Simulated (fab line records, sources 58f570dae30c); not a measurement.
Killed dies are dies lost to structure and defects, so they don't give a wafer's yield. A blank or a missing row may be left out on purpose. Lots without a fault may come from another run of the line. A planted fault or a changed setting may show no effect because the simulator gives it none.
Chamber matching | flow berkeley_cmos170 | UCB170_V2_CVD_00 on pecvd-01: 3 sister chambers
The step deposits SiO2 from TEOS/O2, target thk 2000 nm, time 250 s. 14 wafers are shown with their chamber, then 7 later ones without.

WAFERS WITH THEIR CHAMBER
wafer  | chamber | heater_power_w (W)
L958.2 | 1       | 171
L958.4 | 1       | 229
L958.6 | 0       | 298
L961.1 | 2       | 232
L961.4 | 1       | 254
L961.5 | 0       | 210
L966.2 | 1       | 214
L966.3 | 2       | 248
L966.6 | 0       | 216
L965.2 | 1       | 226
L965.3 | 0       | 214
L965.6 | 1       | 165
L970.1 | 0       | 304
L970.5 | 1       | 167

SIGNATURES (means of the wafers above)
reading        | chamber 0 | chamber 1 | chamber 2 | scatter within a chamber
heater_power_w | 248.40    | 203.71    | 240.00    | 39.4
Rule: a wafer's distance from a chamber is the root of the sum, over the readings, of the square of ((its reading less the chamber's mean) divided by the reading's scatter). The wafer belongs to the nearest chamber; if the next one is less than 2 further off, it can't be placed. The scatter: the root of (the sum of the squares of (reading less its chamber's mean) over the shown wafers, divided by (wafers less chambers)).

WAFERS WITHOUT THEIR CHAMBER
wafer  | heater_power_w (W)
L970.6 | 174
L980.2 | 242
L980.5 | 212
L980.6 | 171
L981.1 | 172
L981.5 | 208
L981.6 | 233

WHICH CHAMBER EACH WENT THROUGH
wafer  | from the rows above          | in truth
L970.6 | can't be placed: 1 or 2 or 0 | 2
L980.2 | can't be placed: 2 or 0 or 1 | 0
L980.5 | can't be placed: 1 or 2 or 0 | 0
L980.6 | can't be placed: 1 or 2 or 0 | 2
L981.1 | can't be placed: 1 or 2 or 0 | 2
L981.5 | can't be placed: 1 or 2 or 0 | 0
L981.6 | can't be placed: 2 or 0 or 1 | 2
Placed correctly: 0 of 7. Can't be placed from these rows: 7 (the true chamber is among the candidates in 7). Placed wrongly: 0.
